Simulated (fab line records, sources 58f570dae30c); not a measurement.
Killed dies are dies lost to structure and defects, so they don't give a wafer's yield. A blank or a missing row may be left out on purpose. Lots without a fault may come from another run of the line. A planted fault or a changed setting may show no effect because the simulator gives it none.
Chamber matching | flow berkeley_cmos170 | UCB170_M1_ETCH_11 on rie_diel-01: 4 sister chambers
The step etches BARC in N2/H2. 4 wafers are shown with their chamber, then 7 later ones without.

WAFERS WITH THEIR CHAMBER
wafer  | chamber | throttle_valve_pct (%)
L588.2 | 1       | 13.31
L588.5 | 0       | 13.35
L594.2 | 3       | 12.99
L594.4 | 2       | 13.35

WAFERS WITHOUT THEIR CHAMBER
wafer  | throttle_valve_pct (%)
L594.5 | 13.37
L599.1 | 13.36
L599.5 | 13.37
L599.6 | 12.99
L601.2 | 13.37
L601.4 | 13.31
L601.6 | 13.35

WHICH CHAMBER EACH WENT THROUGH
wafer  | from the rows above     | in truth
L594.5 | can't be placed: 0 or 2 | 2
L599.1 | can't be placed: 0 or 2 | 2
L599.5 | can't be placed: 0 or 2 | 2
L599.6 | 3                       | 3
L601.2 | can't be placed: 0 or 2 | 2
L601.4 | 1                       | 1
L601.6 | can't be placed: 0 or 2 | 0
Placed correctly: 2 of 7. Can't be placed from these rows: 5 (the true chamber is among the candidates in 5). Placed wrongly: 0.
How it was worked out, from the rows above alone: a wafer's distance from a chamber is the root of the sum, over the readings, of the square of ((its reading less the chamber's mean) divided by the reading's scatter). The wafer belongs to the nearest chamber; if the next one is less than 2 further off, it can't be placed. A chamber's mean is the mean of its shown wafers. The scatter: with one shown wafer a chamber, the root of the mean of the squares of how far each hidden wafer lies from its nearest shown one.
